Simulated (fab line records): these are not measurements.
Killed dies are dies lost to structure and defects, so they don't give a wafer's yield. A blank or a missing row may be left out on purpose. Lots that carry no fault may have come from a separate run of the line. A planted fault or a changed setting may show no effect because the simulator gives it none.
2 desks looking at one fault -- flow rit-cmos -- what lay behind the numbers comes last; until then each desk has only its own

METROLOGY DESK
Lot by lot, what the gauges showed, no matter which tool ran the lot: averages of those sampled wafers that carry a number. A lot is out of limits, marked OUT, if its mean lies more than 4 standard deviations from the usual mean; the brackets give that distance.
Columns: A = FOX1_OXIDE_THK at RIT_FOX1_THK_MEAS_01, usual 347 nm
lot,first seen here,A
L138,day 1 18:05,351
L139,day 2 01:50,334
L140,day 2 06:05,352
L141,day 2 09:57,354
L142,day 2 17:33,352
L143,day 2 23:23,342
L144,day 3 02:08,342
L145,day 3 06:44,363
L150,day 4 07:48,341
L155,day 5 11:11,354
L156,day 5 12:22,352
L159,day 6 03:20,334
L160,day 6 09:25,351
This desk's finding: nothing out of limits on any of the 13 lots.

FOR THE TOOL OWNER'S DESK: wet-bench-02
The tool's own readings at RIT_FOX2_CLEAN_02 (cleans in dHF, time 180 s): means of the sampled wafers that have a number, for each lot that ran on this tool. A lot is out of limits, marked OUT, if its mean lies more than 4 standard deviations from the usual mean; the brackets give that distance.
Columns: A = run-length-s at RIT_FOX2_CLEAN_02, usual 208 s
lot,first seen here,A
L139,day 2 04:49,205
L140,day 2 08:49,207
L145,day 3 09:12,208
L150,day 4 09:20,56 (-48) OUT
This desk's verdict: out of limits on L150, starting with L150 at day 4 09:20 (run-length-s at RIT_FOX2_CLEAN_02). L139, L140, L145 stayed within limits.

TAKEN TOGETHER
The tool owner's desk had the chance to raise an alarm at day 4 09:20 on L150.
From the metrology desk's view, nothing was out of limits.
The metrology desk holds a record of L150, inside its limits.
All the named lots went through RIT_FOX2_CLEAN_02 on wet-bench-02.

WHAT HAD BEEN PUT IN BY THE SIMULATOR
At RIT_FOX2_CLEAN_02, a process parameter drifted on wet-bench-02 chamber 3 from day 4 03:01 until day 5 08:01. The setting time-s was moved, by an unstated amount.
Lots struck among those shown: L150.
Each desk's first reading out of limits, in hours after the fault started: the tool owner's desk, 6.
